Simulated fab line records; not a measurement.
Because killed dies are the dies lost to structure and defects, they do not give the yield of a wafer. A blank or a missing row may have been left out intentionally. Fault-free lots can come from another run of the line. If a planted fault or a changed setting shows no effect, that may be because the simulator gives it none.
Split-lot experiment || flow berkeleyCmos170 || route with 331 steps; 5 lots, 23 wafers read

== ABOUT THE SPLIT ==
At UCB170_CONTACT_PEB_13, the setting pebTempC was moved away from the recipe's 130 C on 8 of the 23 wafers read, by -2.2% to +2.8%. For the rest of the wafers, this setting stayed at what the recipe calls for.

== FROM THE SPLIT ON TO THE READING: in between, the file shows 1 step ==
- UCB170_CONTACT_DEVELOP_14: develop time 45 s

== THE READING ==
cdNm, in nm, at UCB170_CONTACT_CD_MEAS_15 (target cd 700 nm). Fault-free wafers of this fab line usually give 699.5 nm, standard deviation 1.4 nm.

{"wafer": "L074.1", "tool, chamber at the split": "lithoTrack-02, 0", "pebTempC as run, C": 131.1, "against the recipe": "+0.8%", "cdNm, nm": 706.0, "against lot-mates on the recipe": "+6.4"}
{"wafer": "L074.2", "tool, chamber at the split": "lithoTrack-02, 0", "pebTempC as run, C": 130, "against the recipe": "recipe", "cdNm, nm": 699.4, "against lot-mates on the recipe": "-"}
{"wafer": "L074.3", "tool, chamber at the split": "lithoTrack-02, 0", "pebTempC as run, C": 131.1, "against the recipe": "+0.8%", "cdNm, nm": 704.9, "against lot-mates on the recipe": "+5.3"}
{"wafer": "L074.4", "tool, chamber at the split": "lithoTrack-02, 0", "pebTempC as run, C": 131.1, "against the recipe": "+0.8%", "cdNm, nm": 705.0, "against lot-mates on the recipe": "+5.4"}
{"wafer": "L074.6", "tool, chamber at the split": "lithoTrack-02, 0", "pebTempC as run, C": 130, "against the recipe": "recipe", "cdNm, nm": 699.8, "against lot-mates on the recipe": "-"}
{"wafer": "L079.1", "tool, chamber at the split": "lithoTrack-03, 0", "pebTempC as run, C": 133.6, "against the recipe": "+2.8%", "cdNm, nm": 719.6, "against lot-mates on the recipe": "+21.8"}
{"wafer": "L079.2", "tool, chamber at the split": "lithoTrack-03, 0", "pebTempC as run, C": 133.6, "against the recipe": "+2.8%", "cdNm, nm": 720.1, "against lot-mates on the recipe": "+22.2"}
{"wafer": "L079.3", "tool, chamber at the split": "lithoTrack-03, 0", "pebTempC as run, C": 130, "against the recipe": "recipe", "cdNm, nm": 697.6, "against lot-mates on the recipe": "-"}
{"wafer": "L079.5", "tool, chamber at the split": "lithoTrack-03, 0", "pebTempC as run, C": 130, "against the recipe": "recipe", "cdNm, nm": 698.1, "against lot-mates on the recipe": "-"}
{"wafer": "L079.6", "tool, chamber at the split": "lithoTrack-03, 0", "pebTempC as run, C": 133.6, "against the recipe": "+2.8%", "cdNm, nm": 718.6, "against lot-mates on the recipe": "+20.8"}
{"wafer": "L083.2", "tool, chamber at the split": "lithoTrack-03, 0", "pebTempC as run, C": 130, "against the recipe": "recipe", "cdNm, nm": 700.9, "against lot-mates on the recipe": "-"}
{"wafer": "L083.3", "tool, chamber at the split": "lithoTrack-03, 0", "pebTempC as run, C": 127.1, "against the recipe": "-2.2%", "cdNm, nm": 678.9, "against lot-mates on the recipe": -21.7}
{"wafer": "L083.4", "tool, chamber at the split": "lithoTrack-03, 0", "pebTempC as run, C": 127.1, "against the recipe": "-2.2%", "cdNm, nm": 678.1, "against lot-mates on the recipe": -22.5}
{"wafer": "L083.5", "tool, chamber at the split": "lithoTrack-03, 0", "pebTempC as run, C": 130, "against the recipe": "recipe", "cdNm, nm": 700.5, "against lot-mates on the recipe": "-"}
{"wafer": "L083.6", "tool, chamber at the split": "lithoTrack-03, 0", "pebTempC as run, C": 130, "against the recipe": "recipe", "cdNm, nm": 700.5, "against lot-mates on the recipe": "-"}
{"wafer": "L081.1", "tool, chamber at the split": "lithoTrack-02, 0", "pebTempC as run, C": 130, "against the recipe": "recipe", "cdNm, nm": 700.2, "against lot-mates on the recipe": "-"}
{"wafer": "L081.2", "tool, chamber at the split": "lithoTrack-02, 0", "pebTempC as run, C": 130, "against the recipe": "recipe", "cdNm, nm": 700.4, "against lot-mates on the recipe": "-"}
{"wafer": "L081.3", "tool, chamber at the split": "lithoTrack-02, 0", "pebTempC as run, C": 130, "against the recipe": "recipe", "cdNm, nm": 700.8, "against lot-mates on the recipe": "-"}
{"wafer": "L081.5", "tool, chamber at the split": "lithoTrack-02, 0", "pebTempC as run, C": 130, "against the recipe": "recipe", "cdNm, nm": 700.8, "against lot-mates on the recipe": "-"}
{"wafer": "L081.6", "tool, chamber at the split": "lithoTrack-02, 0", "pebTempC as run, C": 130, "against the recipe": "recipe", "cdNm, nm": 700.2, "against lot-mates on the recipe": "-"}
{"wafer": "L085.4", "tool, chamber at the split": "lithoTrack-03, 0", "pebTempC as run, C": 130, "against the recipe": "recipe", "cdNm, nm": 699.4, "against lot-mates on the recipe": "-"}
{"wafer": "L085.5", "tool, chamber at the split": "lithoTrack-03, 0", "pebTempC as run, C": 130, "against the recipe": "recipe", "cdNm, nm": 700.6, "against lot-mates on the recipe": "-"}
{"wafer": "L085.6", "tool, chamber at the split": "lithoTrack-03, 0", "pebTempC as run, C": 130, "against the recipe": "recipe", "cdNm, nm": 699.7, "against lot-mates on the recipe": "-"}

FIT RESULTS
A straight line over all 23 wafers: cdNm changes by +7.87 nm for each +1% of pebTempC; r = +0.99; the points scatter about the line by 1.6 nm.
The same after taking each lot's own level away (the mean of its wafers on the recipe; 23 wafers): +8.46 nm for each +1%; r = +0.99; scatter 1.2 nm.
Per that fit: largest pebTempC move, reading shift of 23 nm.
The lots' own levels span 697.85 to 700.63 nm, that is 2.0 times the standard deviation above.
Consequently the slope shifts little with the lot-to-lot level, the two slopes agreeing.
Check: +23 nm against its lot-mates is what the line predicts for one of the wafers moved furthest among these (+2.8%) when that wafer is left out of the fit. Against them it came out at +21.8 nm.

== THESE WAFERS: OTHER SPLITS ==
Note: prior to the reading, these wafers also went through further splits. Each is held against what the fit with the lots' levels taken away leaves over:
{"other split on the same wafers": "UCB170_PLDD_EXPOSE_03 doseMj", "wafers away from the commonest value": 8, "r with cdNm (lot level and that fit taken away)": -0.25}
{"other split on the same wafers": "UCB170_NLDD_EXPOSE_03 doseMj", "wafers away from the commonest value": 7, "r with cdNm (lot level and that fit taken away)": -0.26}
{"other split on the same wafers": "UCB170_SPACER_CVD_00 timeS", "wafers away from the commonest value": 10, "r with cdNm (lot level and that fit taken away)": -0.10}
{"other split on the same wafers": "UCB170_NSD_IMPLANT_08 energyKev", "wafers away from the commonest value": 10, "r with cdNm (lot level and that fit taken away)": "+0.24"}
{"other split on the same wafers": "UCB170_SILICIDE_SPUTTER_01 powerW", "wafers away from the commonest value": 10, "r with cdNm (lot level and that fit taken away)": "+0.32"}
{"other split on the same wafers": "UCB170_CONTACT_CVD_01 sih4FlowSccm", "wafers away from the commonest value": 10, "r with cdNm (lot level and that fit taken away)": -0.31}

== FILE'S OWN FIT ==
cdNm changes by +8.52 nm for each +1% of pebTempC, r = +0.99.
